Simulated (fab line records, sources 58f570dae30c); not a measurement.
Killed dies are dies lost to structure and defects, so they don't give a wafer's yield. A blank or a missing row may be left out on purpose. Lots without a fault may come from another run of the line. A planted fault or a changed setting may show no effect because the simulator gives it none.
Which tool did it? | flow berkeley_cmos170 | 14 lots, 42 wafers sampled, at 6 steps of a route of 331

WHAT THE GAUGES READ, wafer by wafer
UCB170_PWELL_THK_MEAS_06. Usual: PWELL_NITRIDE_THK 220.7 nm, standard deviation 1.7.
lot  | measured    | on            | PWELL_NITRIDE_THK (nm) | flag
L792 | day 3 08:14 | film_metro-03 | 221.7 222.6 220.4      |
L797 | day 4 07:34 | film_metro-04 | 221.9 222.9 220.9      |
L796 | day 4 07:35 | film_metro-01 | 222.8 222.0 221.3      |
L798 | day 4 14:35 | film_metro-04 | 221.8 223.1 223.8      |
L799 | day 4 14:36 | film_metro-03 | 220.9 223.7 222.0      |
L800 | day 5 02:55 | film_metro-04 | 217.8 220.9 221.2      |
L802 | day 5 17:50 | film_metro-01 | 222.2 223.1 223.0      |
L804 | day 5 17:50 | film_metro-04 | 220.6 220.2 219.3      |
L803 | day 5 17:51 | film_metro-03 | 218.1 219.6 218.9      |
L808 | day 6 18:08 | film_metro-03 | 215.8 217.1 217.5      |
L809 | day 7 08:06 | film_metro-03 | 220.8 220.9 221.4      |
L811 | day 7 08:07 | film_metro-04 | 220.4 220.2 219.9      |
L810 | day 7 08:09 | film_metro-01 | 220.7 220.2 217.9      |
L814 | day 7 19:56 | film_metro-04 | 220.7 221.4 219.8      |

UCB170_FIELD_THK_MEAS_02. Usual: FIELD_OXIDE_THK 553 nm, standard deviation 13.
lot  | measured    | on            | FIELD_OXIDE_THK (nm) | flag
L792 | day 5 06:34 | film_metro-01 | 559 562 567          |
L797 | day 6 07:52 | film_metro-01 | 541 544 542          |
L796 | day 6 07:52 | film_metro-04 | 555 563 562          |
L798 | day 6 17:26 | film_metro-04 | 557 560 572          |
L799 | day 6 17:26 | film_metro-03 | 575 567 576          |
L800 | day 7 00:55 | film_metro-01 | 547 544 549          |
L802 | day 7 21:25 | film_metro-01 | 560 556 560          |
L804 | day 7 21:26 | film_metro-04 | 561 553 565          |
L803 | day 7 21:26 | film_metro-03 | 581 574 580          |
L808 | day 8 13:17 | film_metro-03 | 562 568 559          |
L809 | day 9 03:41 | film_metro-01 | 557 556 555          |
L811 | day 9 03:41 | film_metro-03 | 546 549 542          |
L810 | day 9 03:41 | film_metro-04 | 530 548 546          |
L814 | day 9 19:55 | film_metro-01 | 552 560 551          |

UCB170_NLDD_TW_MEAS_11. Usual: NLDD_TW 2217, standard deviation 18.
lot  | measured     | on            | NLDD_TW        | flag
L792 | day 7 12:42  | film_metro-01 | 2203 2191 2192 |
L797 | day 8 17:38  | film_metro-04 | 2232 2234 2236 |
L796 | day 8 17:55  | film_metro-02 | 2227 2211 2220 |
L798 | day 9 02:35  | film_metro-04 | 2231 2219 2223 |
L799 | day 9 02:52  | film_metro-02 | 2199 2216 2200 |
L800 | day 9 08:16  | film_metro-04 | 2227 2227 2227 |
L802 | day 9 19:13  | film_metro-04 | 2223 2217 2216 |
L804 | day 9 19:46  | film_metro-02 | 2206 2199 2208 |
L803 | day 9 19:31  | film_metro-01 | 2213 2211 2208 |
L808 | day 10 12:03 | film_metro-04 | 2103 2106 2099 | OFF
L809 | day 11 08:00 | film_metro-04 | 2217 2218 2229 |
L811 | day 11 07:35 | film_metro-01 | 2197 2182 2193 |
L810 | day 11 08:24 | film_metro-04 | 2234 2232 2233 |
L814 | day 11 19:29 | film_metro-01 | 2052 2058 2072 | OFF

UCB170_NSD_OVL_MEAS_07. Usual: NSD_OVL 3 nm, standard deviation 4.9.
lot  | measured     | on         | NSD_OVL (nm) | flag
L792 | day 7 21:32  | overlay-01 | 8 3 2        |
L797 | day 9 03:14  | overlay-01 | -3 5 1       |
L796 | day 9 02:58  | overlay-01 | 3 6 7        |
L798 | day 9 12:16  | overlay-01 | 8 2 7        |
L799 | day 9 12:32  | overlay-01 | 0 3 5        |
L800 | day 9 18:21  | overlay-01 | 0 4 7        |
L802 | day 10 08:59 | overlay-02 | -2 -4 0      |
L804 | day 10 08:43 | overlay-01 | 2 6 -6       |
L803 | day 10 09:16 | overlay-01 | -3 -5 -2     |
L808 | day 10 19:02 | overlay-01 | 4 7 8        |
L809 | day 11 19:55 | overlay-02 | 5 -2 1       |
L811 | day 11 20:07 | overlay-02 | 3 -2 -1      |
L810 | day 11 20:01 | overlay-01 | 6 3 5        |
L814 | day 12 03:10 | overlay-02 | -3 7 -4      |

UCB170_SDANNEAL_RS_MEAS_05: measures by four-point-probe. Usual: NLDD_RS 615.7 ohm/sq, standard deviation 1.4.
lot  | measured     | on            | NLDD_RS (ohm/sq)  | flag
L792 | day 8 01:23  | film_metro-04 | 615.0 615.3 615.1 |
L797 | day 9 05:42  | film_metro-02 | 616.9 615.8 618.0 |
L796 | day 9 05:01  | film_metro-02 | 617.8 618.9 616.7 |
L798 | day 9 14:04  | film_metro-01 | 614.0 615.4 616.2 |
L799 | day 9 14:18  | film_metro-04 | 616.5 614.0 615.2 |
L800 | day 9 20:27  | film_metro-01 | 615.8 615.6 616.1 |
L802 | day 10 11:34 | film_metro-02 | 614.1 615.5 614.5 |
L804 | day 10 11:16 | film_metro-01 | 614.5 615.6 616.6 |
L803 | day 10 12:05 | film_metro-02 | 614.7 615.4 616.0 |
L808 | day 10 20:59 | film_metro-02 | 716.0 716.4 714.9 | OFF
L809 | day 11 22:32 | film_metro-02 | 617.3 618.7 617.6 |
L811 | day 11 22:55 | film_metro-04 | 616.6 617.8 616.4 |
L810 | day 11 22:09 | film_metro-04 | 614.3 614.7 613.2 |
L814 | day 12 06:39 | film_metro-02 | 716.2 713.6 714.5 | OFF

WHICH TOOL RAN EACH LOT (tool, then ch and the chambers of the sampled wafers, then the start)
lot  | UCB170_NLDD_IMPLANT_09
L792 | implanter-02 ch 0, day 7 12:27
L797 | implanter-02 ch 0, day 8 17:23
L796 | implanter-01 ch 0, day 8 17:41
L798 | implanter-01 ch 0, day 9 02:20
L799 | implanter-02 ch 0, day 9 02:38
L800 | implanter-04 ch 0, day 9 08:02
L802 | implanter-02 ch 0, day 9 18:58
L804 | implanter-02 ch 0, day 9 19:32
L803 | implanter-01 ch 0, day 9 19:17
L808 | implanter-02 ch 0, day 10 11:49
L809 | implanter-01 ch 0, day 11 07:45
L811 | implanter-04 ch 0, day 11 07:20
L810 | implanter-04 ch 0, day 11 08:09
L814 | implanter-02 ch 0, day 11 19:16
- UCB170_NLDD_IMPLANT_09

WHAT THE TOOLS THEMSELVES READ (means of the sampled wafers that have a number; where no wafer has one, the mark that the record gives instead)
UCB170_NLDD_IMPLANT_09. Usual: dose_ions_cm2 4.999e+13, standard deviation 5.9e+10; faraday_current_uA 158, standard deviation 3.4.
lot  | tool         | dose_ions_cm2 | faraday_current_uA | flag
L792 | implanter-02 | 4.994e+13     | 159                |
L797 | implanter-02 | 5.002e+13     | 159                |
L796 | implanter-01 | 5.002e+13     | 159                |
L798 | implanter-01 | 5.005e+13     | 161                |
L799 | implanter-02 | 5.000e+13     | 157                |
L800 | implanter-04 | 4.994e+13     | 159                |
L802 | implanter-02 | 5.000e+13     | 154                |
L804 | implanter-02 | 4.999e+13     | 158                |
L803 | implanter-01 | 4.992e+13     | 156                |
L808 | implanter-02 | 3.005e+13     | 93                 | OFF
L809 | implanter-01 | 4.988e+13     | 162                |
L811 | implanter-04 | 4.994e+13     | 161                |
L810 | implanter-04 | 5.005e+13     | 158                |
L814 | implanter-02 | 3.012e+13     | 96                 | OFF

THE ANSWER, worked out from the rows above alone
Rule: a lot is off if the mean of its wafers that have a number lies more than 3 standard deviations from the usual mean. A lot without any number at a reading at which 4 lots or more have one is off too. The other lots that the step has rows for count as sound. The gauges are gone through in route order, then the tools' own readings, and for those a lot's mean is taken as printed above. The first step at which some lot is off is used, and at that step the reading that is off furthest; a lot without a number counts as furthest.
Off: L808, L814, at UCB170_NLDD_TW_MEAS_11 (NLDD_TW).
A tool fits if, at a process step before that reading, it ran every lot that is off, and no sound lot after the first of them. The gauges at UCB170_NLDD_TW_MEAS_11 aren't tried: what is off there is off at UCB170_SDANNEAL_RS_MEAS_05 too, on other tools, and a gauge's error can't cause that. One fits: implanter-02 at UCB170_NLDD_IMPLANT_09. Its last sound lot is L804 (day 9 19:32), its first lot that is off L808 (day 10 11:49): a fault that began between those two fits.
The tool's own readings at UCB170_NLDD_IMPLANT_09 bear it out: on the lots that are off they differ by more than 5 times the standard deviation of the sound lots' means. dose_ions_cm2 reads 3.008e+13 there against 4.998e+13 on the sound lots; faraday_current_uA reads 94 there against 159 on the sound lots.

WHAT THE SIMULATOR HAD PUT IN
Process parameter drift: implanter-02, from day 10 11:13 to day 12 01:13, at UCB170_NLDD_IMPLANT_09. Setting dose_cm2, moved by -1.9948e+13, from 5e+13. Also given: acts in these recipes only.
Lots struck among those shown: L808, L814. The rule above found the same.
